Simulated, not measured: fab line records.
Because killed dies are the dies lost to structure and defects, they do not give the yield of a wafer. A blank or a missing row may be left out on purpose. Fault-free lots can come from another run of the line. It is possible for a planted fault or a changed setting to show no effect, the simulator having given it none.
fab line records -- flow rit-cmos -- part 2 of 2: steps 32 to 46 of 46
record: lots: 5, wafers: 15, last-day: 7
route steps=202 shown GATE@75 FOX2@80 REOX@98 NLDD@103 PLDD@114
lots untouched by any fault: they come from a run of this same line in which no faults occurred
start-h: hours from the record's first day to the start of the lot's first wafer shown -- wait-h: how many hours have passed since the lot's step before this one -- " identical to the entry in the row above -- L1.1+2: a row that stands for several wafers -- - no value, or no start was given -- * or withheld: withheld -- < > ~ a bound
route shown NAME@n: names a module that has steps shown in the file, with the first one's number in the route -- usual: mean and standard deviation over wafers with no fault -- same: alike in all rows -- chamber/n: place in a boat -- sites: per-site readings -- _std_site: the values' standard deviation -- _edge_site: inner sites' mean taken away from outer sites' mean -- radius-mm: how far each site lies from the wafer's centre -- mask NAME#n: copy n -- behind: tool/chamber where the wafer was last shaped -- hold: why the lot was held/for how many hours/how that ended -- device: names the non-switching transistor (n, p or np) -- end of line: the same wafers' tests at the end of the route -- a step given without rows: its recipe and nothing more -- killed: at the first sort, the dies lost to defects and structure; wafer yield is something else -- map: a wafer's dies, marking killed ones x, the rest . and places with no die _
set.NAME: the setting as run; set.NAME@STEP: as run at that earlier step -- model.NAME: the simulator's own value behind a step, which no gauge read
a table for each step, a row for each wafer; lots at some steps of the route
services: from which hour (start-h, from the record's first day; less than 0 if before it) a tool's chamber was out of use, for how many hours, and why
== steps ==
step: RIT_NLDD_EXPOSE_03
recipe: mask-id: M7, na: 0.57, target-cd-nm: 40700, dose-mj: 250
usual: focus-offset-nm: 0.1/0.47
lot.wafer,tool,chamber,start-h,wait-h,mask,focus-offset-nm
L077.2,iline-stepper-01,0,56.00,0.1,M7#0,-0.7
L077.3,iline-stepper-01,0,56.00,0.1,M7#0,0.3
L077.4,iline-stepper-01,0,56.00,0.1,M7#0,-0.2
L090.2,iline-stepper-01,0,121.65,0.2,M7#0,-0.6
L090.3,iline-stepper-01,0,121.65,0.2,M7#0,-0.5
L090.5,iline-stepper-01,0,121.65,0.2,M7#0,0.5
L092.1,iline-stepper-01,0,131.61,0.1,M7#0,-0.8
L092.2,iline-stepper-01,0,131.61,0.1,M7#0,-0.7
L092.3,iline-stepper-01,0,131.61,0.1,M7#0,-0.3
L094.3,iline-stepper-02,0,140.68,0.1,M7#0,0.4
L094.4,iline-stepper-02,0,140.68,0.1,M7#0,0.4
L094.5,iline-stepper-02,0,140.68,0.1,M7#0,0.2
L095.2,iline-stepper-02,0,146.55,0.1,M7#0,0.1
L095.4,iline-stepper-02,0,146.55,0.1,M7#0,-1.0
L095.5,iline-stepper-02,0,146.55,0.1,M7#0,-0.4
step: RIT_NLDD_PEB_04
recipe: resist: NOVOLAK, temp-c: withheld, time-s: withheld
lot.wafer,tool,chamber,start-h,wait-h
L077.2+3+4,litho-track-04,0,56.12,0.1
L090.2+3+5,litho-track-04,0,121.79,0.1
L092.1+2+3,litho-track-04,0,131.72,0.1
L094.3+4+5,litho-track-02,0,140.81,0.1
L095.2+4+5,litho-track-04,0,146.75,0.2
step: RIT_NLDD_DEVELOP_05
recipe: resist: NOVOLAK, develop-time-s: 50, dev-temp-c: 23
same: develop-time-s: 50
lot.wafer,tool,chamber,start-h,wait-h
L077.2+3+4,litho-track-04,0,-,-
L090.2+3+5,litho-track-04,0,-,-
L092.1+2+3,litho-track-04,0,-,-
L094.3+4+5,litho-track-02,0,-,-
L095.2+4+5,litho-track-04,0,-,-
step: RIT_NLDD_OVL_MEAS_06
usual: NLDD_OVL: 0.7/1.5
lot.wafer,tool,chamber,start-h,wait-h,NLDD_OVL[nm]
L077.2,overlay-01,-,56.38,-,-0.6
L077.3,overlay-01,-,56.38,-,-0.7
L077.4,overlay-01,-,56.38,-,0.3
L090.2,overlay-02,-,122.05,-,-0.1
L090.3,overlay-02,-,122.05,-,3.3
L090.5,overlay-02,-,122.05,-,2.0
L092.1,overlay-01,-,132.01,-,1.5
L092.2,overlay-01,-,132.01,-,1.5
L092.3,overlay-01,-,132.01,-,2.0
L094.3,overlay-01,-,141.05,-,-2.7
L094.4,overlay-01,-,141.05,-,-1.2
L094.5,overlay-01,-,141.05,-,-1.8
L095.2,overlay-01,-,147.01,-,0.4
L095.4,overlay-01,-,147.01,-,0.8
L095.5,overlay-01,-,147.01,-,0.1
step: RIT_NLDD_HARDBAKE_07
recipe: resist: NOVOLAK, temp-c: 140, time-s: 60
lot.wafer,tool,chamber,start-h,wait-h
L077.2+3+4,litho-track-04,0,56.44,0.0
L090.2+3+5,litho-track-02,0,122.11,0.0
L092.1+2+3,litho-track-04,0,132.04,0.0
L094.3+4+5,litho-track-04,0,141.24,0.2
L095.2+4+5,litho-track-04,0,147.07,0.0
step: RIT_NLDD_IMPLANT_08
recipe: species: P, energy-kev: 20, dose-cm2: 4.887e+14, tilt-deg: 7
lot.wafer,tool,chamber,start-h,wait-h
L077.2+3+4,implanter-01,0,56.59,0.1
L090.2+3+5,implanter-04,0,122.26,0.1
L092.1+2+3,implanter-04,0,132.19,0.1
L094.3+4+5,implanter-04,0,141.39,0.1
L095.2+4+5,implanter-02,0,147.22,0.1
step: RIT_NLDD_STRIP_09
recipe: chemistry: O2, time-s: 180, resist: NOVOLAK, platen-temp-c: withheld, power-w: 500, pressure-mtorr: 4000, o2-flow-sccm: 4000
usual: drypump-motor-current-A: 5.8/0.48
lot.wafer,tool,chamber,start-h,wait-h,drypump-motor-current-A,rf-hours-counter-h
L077.2,plasma-asher-04,0,56.71,0.1,5.8,38
L077.3,plasma-asher-04,0,56.71,0.1,5.9,-
L077.4,plasma-asher-04,1,56.71,0.1,6.4,-
L090.2,plasma-asher-02,1,122.38,0.1,4.9,34
L090.3,plasma-asher-02,1,122.38,0.1,4.9,-
L090.5,plasma-asher-02,1,122.38,0.1,4.9,-
L092.1,plasma-asher-04,0,132.34,0.1,5.9,47
L092.2,plasma-asher-04,1,132.34,0.1,6.4,47
L092.3,plasma-asher-04,0,132.34,0.1,5.9,-
L094.3,plasma-asher-04,1,141.55,0.1,6.4,-
L094.4,plasma-asher-04,0,141.55,0.1,5.8,-
L094.5,plasma-asher-04,0,141.55,0.1,5.8,-
L095.2,plasma-asher-03,1,147.34,0.1,6.0,52
L095.4,plasma-asher-03,0,147.34,0.1,5.8,-
L095.5,plasma-asher-03,1,147.34,0.1,6.1,-
step: RIT_NLDD_TW_MEAS_10
usual: NLDD_TW: 2491/14
lot.wafer,tool,chamber,start-h,wait-h,NLDD_TW
L077.2,film-metro-02,-,56.90,0.1,2482
L077.3,film-metro-02,-,56.90,0.1,2486
L077.4,film-metro-02,-,56.90,0.1,2476
L090.2,film-metro-02,-,122.57,0.1,2487
L090.3,film-metro-02,-,122.57,0.1,2490
L090.5,film-metro-02,-,122.57,0.1,2473
L092.1,film-metro-02,-,132.52,0.1,2492
L092.2,film-metro-02,-,132.52,0.1,2494
L092.3,film-metro-02,-,132.52,0.1,2488
L094.3,film-metro-04,-,141.68,0.1,2493
L094.4,film-metro-04,-,141.68,0.1,2498
L094.5,film-metro-04,-,141.68,0.1,2495
L095.2,film-metro-04,-,147.53,0.1,2500
L095.4,film-metro-04,-,147.53,0.1,2488
L095.5,film-metro-04,-,147.53,0.1,2491
step: RIT_PLDD_HMDS_00
recipe: prime-time-s: 60, prime-temp-c: 140
same: prime-time-s: 60
lot.wafer,tool,chamber,start-h,wait-h
L077.2+3+4,litho-track-03,0,56.97,0.1
L090.2+3+5,litho-track-01,0,122.64,0.1
L092.1+2+3,litho-track-01,0,132.58,0.1
L094.3+4+5,litho-track-03,0,141.77,0.1
L095.2+4+5,litho-track-04,0,147.60,0.1
step: RIT_PLDD_COAT_01
recipe: resist: NOVOLAK, spin-rpm: 3250, resist-thk-nm: 1000
usual: dispense-pressure-kPa: 47/6.1
lot.wafer,tool,chamber,start-h,wait-h,dispense-pressure-kPa
L077.2,litho-track-03,0,57.12,0.1,43
L077.3,litho-track-03,0,57.12,0.1,43
L077.4,litho-track-03,0,57.12,0.1,43
L090.2,litho-track-01,0,122.79,0.1,56
L090.3,litho-track-01,0,122.79,0.1,56
L090.5,litho-track-01,0,122.79,0.1,56
L092.1,litho-track-01,0,132.73,0.1,56
L092.2,litho-track-01,0,132.73,0.1,56
L092.3,litho-track-01,0,132.73,0.1,56
L094.3,litho-track-03,0,141.92,0.1,43
L094.4,litho-track-03,0,141.92,0.1,43
L094.5,litho-track-03,0,141.92,0.1,43
L095.2,litho-track-04,0,147.75,0.1,42
L095.4,litho-track-04,0,147.75,0.1,42
L095.5,litho-track-04,0,147.75,0.1,42
step: RIT_PLDD_SOFTBAKE_02
recipe: resist: NOVOLAK, temp-c: 90, time-s: 60
lot.wafer,tool,chamber,start-h,wait-h
L077.2+3+4,litho-track-03,0,57.27,0.1
L090.2+3+5,litho-track-01,0,122.94,0.1
L092.1+2+3,litho-track-01,0,132.88,0.1
L094.3+4+5,litho-track-03,0,142.07,0.1
L095.2+4+5,litho-track-04,0,147.90,0.1
step: RIT_PLDD_EXPOSE_03
recipe: mask-id: M8, na: 0.57, target-cd-nm: 40900, dose-mj: 250
usual: focus-offset-nm: 0.0/0.41
lot.wafer,tool,chamber,start-h,wait-h,mask,focus-offset-nm
L077.2,iline-stepper-01,0,57.54,0.2,M8#0,-0.1
L077.3,iline-stepper-01,0,57.54,0.2,M8#0,0.2
L077.4,iline-stepper-01,0,57.54,0.2,M8#0,-0.2
L090.2,iline-stepper-01,0,123.09,0.1,M8#0,0.5
L090.3,iline-stepper-01,0,123.09,0.1,M8#0,0.4
L090.5,iline-stepper-01,0,123.09,0.1,M8#0,-0.4
L092.1,iline-stepper-02,0,133.20,0.3,M8#0,-0.2
L092.2,iline-stepper-02,0,133.20,0.3,M8#0,-0.4
L092.3,iline-stepper-02,0,133.20,0.3,M8#0,-0.2
L094.3,iline-stepper-02,0,142.21,0.1,M8#0,0.3
L094.4,iline-stepper-02,0,142.21,0.1,M8#0,0.2
L094.5,iline-stepper-02,0,142.21,0.1,M8#0,-0.3
L095.2,iline-stepper-01,0,148.17,0.2,M8#0,0.0
L095.4,iline-stepper-01,0,148.17,0.2,M8#0,-0.1
L095.5,iline-stepper-01,0,148.17,0.2,M8#0,-0.1
step: RIT_PLDD_PEB_04
recipe: resist: NOVOLAK, temp-c: withheld, time-s: withheld
lot.wafer,tool,chamber,start-h,wait-h
L077.2+3+4,litho-track-03,0,57.66,0.1
L090.2+3+5,litho-track-01,0,123.21,0.1
L092.1+2+3,litho-track-01,0,133.32,0.1
L094.3+4+5,litho-track-03,0,142.34,0.1
L095.2+4+5,litho-track-03,0,148.29,0.1
step: RIT_PLDD_DEVELOP_05
recipe: resist: NOVOLAK, develop-time-s: 50, dev-temp-c: 23
same: develop-time-s: 50
lot.wafer,tool,chamber,start-h,wait-h
L077.2+3+4,litho-track-03,0,-,-
L090.2+3+5,litho-track-01,0,-,-
L092.1+2+3,litho-track-01,0,-,-
L094.3+4+5,litho-track-03,0,-,-
L095.2+4+5,litho-track-03,0,-,-
step: RIT_PLDD_OVL_MEAS_06
usual: PLDD_OVL: 0.0/1.3
lot.wafer,tool,chamber,start-h,wait-h,PLDD_OVL[nm]
L077.2,overlay-01,-,57.93,-,-0.3
L077.3,overlay-01,-,57.93,-,0.7
L077.4,overlay-01,-,57.93,-,0.7
L090.2,overlay-01,-,123.47,-,0.3
L090.3,overlay-01,-,123.47,-,-1.0
L090.5,overlay-01,-,123.47,-,-1.3
L092.1,overlay-01,-,133.60,-,0.3
L092.2,overlay-01,-,133.60,-,-0.4
L092.3,overlay-01,-,133.60,-,-0.4
L094.3,overlay-01,-,142.59,-,0.7
L094.4,overlay-01,-,142.59,-,0.7
L094.5,overlay-01,-,142.59,-,0.1
L095.2,overlay-02,-,148.56,-,1.7
L095.4,overlay-02,-,148.56,-,0.0
L095.5,overlay-02,-,148.56,-,-0.7
== services ==
tool,chamber,start-h,hours,kind
iline-stepper-01,-,33.92,3.8,repair
iline-stepper-02,-,43.42,1.7,pm
implanter-02,-,58.08,7.7,repair
lpcvd-02,-,73.56,6.0,pm
implanter-01,-,77.66,3.2,repair
rie-si-02,0,91.42,6.4,repair
implanter-04,-,91.54,2.0,repair
implanter-01,-,92.37,6.4,repair
plasma-asher-02,-,106.27,1.4,repair
plasma-asher-01,-,108.75,9.0,pm
plasma-asher-01,0,108.75,9.0,vent-cycle
plasma-asher-01,1,108.75,9.0,vent-cycle
furnace-02,-,114.45,3.5,pm
furnace-02,-,115.64,4.0,repair
rie-si-01,3,117.47,3.6,repair
plasma-asher-01,0,117.75,-,clean
plasma-asher-01,1,117.75,-,clean
rie-si-02,-,120.21,0.2,repair
rie-si-02,2,120.96,7.2,repair
implanter-01,-,132.05,5.8,repair
iline-stepper-01,-,132.14,9.0,repair
iline-stepper-01,-,136.94,1.6,repair
implanter-01,-,137.83,3.9,pm
furnace-01,-,146.02,3.8,pm
